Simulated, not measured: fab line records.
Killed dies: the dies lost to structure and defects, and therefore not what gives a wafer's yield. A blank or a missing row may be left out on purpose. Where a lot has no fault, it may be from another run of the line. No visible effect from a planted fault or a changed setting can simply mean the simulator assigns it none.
The same fault as seen by 2 desks | flow ritCmos | numbers are kept per desk, each desk with only its own; the story behind them comes last

THE TOOL OWNER'S DESK: pvdSputter-01
The tool's own readings at RIT_M1_SPUTTER_00 (material Al, target thk 400 nm, time 500 s): means of the sampled wafers that have a number, for each lot that ran on this tool. Marked OUT: a lot whose mean sits more than 4 standard deviations from the usual mean, which makes it out of limits; the brackets give that distance.
Columns: A = chamberPressurePa at RIT_M1_SPUTTER_00, usual 0.3999 Pa; B = substrateTempC at RIT_M1_SPUTTER_00, usual 25.00 C; C = throttleValvePct at RIT_M1_SPUTTER_00, usual 29.8 %
lot  | first seen here | A      | B     | C
L561 | day 3 20:15     | 0.3997 | 24.96 | 30.6
L567 | day 5 01:46     | 0.4001 | 24.99 | 30.3
L569 | day 5 11:16     | 0.4004 | 25.05 | 30.5
L573 | day 6 07:27     | 0.3999 | 24.97 | 30.2
Finding of this desk: none of the 4 lots has anything out of limits.

METROLOGY DESK
What the gauges read, lot by lot, whatever tool the lot ran on: means of the sampled wafers that have a number. Marked OUT: a lot whose mean sits more than 4 standard deviations from the usual mean, which makes it out of limits; the brackets give that distance.
Columns: A = M1_AL_RS at RIT_M1_RS_MEAS_01, usual 0.0738 ohm/sq; B = M1_AL_THK at RIT_M1_THK_MEAS_02, usual 396 nm
lot  | first seen here | A                | B
L559 | day 3 10:14     | 0.0738           | 397
L561 | day 3 20:34     | 0.0742           | 395
L562 | day 3 22:15     | 0.0733           | 399
L564 | day 4 10:31     | 0.0745           | 393
L565 | day 4 13:35     | 0.0748           | 392
L567 | day 5 02:05     | 0.0736           | 397
L569 | day 5 11:34     | 0.0734           | 396
L573 | day 6 07:44     | 0.0598 (-16) OUT | 500 (+21) OUT
L577 | day 7 04:35     | 0.0731           | 397
L578 | day 7 08:01     | 0.0745           | 389
L580 | day 7 16:11     | 0.0725           | 403
L581 | day 7 22:37     | 0.0736           | 398
L582 | day 8 01:58     | 0.0735           | 394
This desk finds L573 out of limits, with the earliest case on L573 at day 6 07:44 (M1_AL_RS at RIT_M1_RS_MEAS_01). L559, L561, L562, L564, L565, L567, L569, L577, L578, L580, L581, L582 stayed within limits.

PUT TOGETHER
On L573, the metrology desk was in a position to raise an alarm at day 6 07:44.
The tool owner's desk saw nothing out of limits.
Tool owner's desk: L573 on record, inside its limits.
On pvdSputter-01, each named lot ran RIT_M1_SPUTTER_00.

WHAT HAD BEEN PUT IN BY THE SIMULATOR
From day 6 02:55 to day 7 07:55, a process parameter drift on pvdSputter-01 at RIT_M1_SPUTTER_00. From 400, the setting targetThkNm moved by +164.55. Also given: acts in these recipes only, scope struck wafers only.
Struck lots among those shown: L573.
Delay in hours, fault start to first out-of-limits reading, per desk: metrology desk 5.
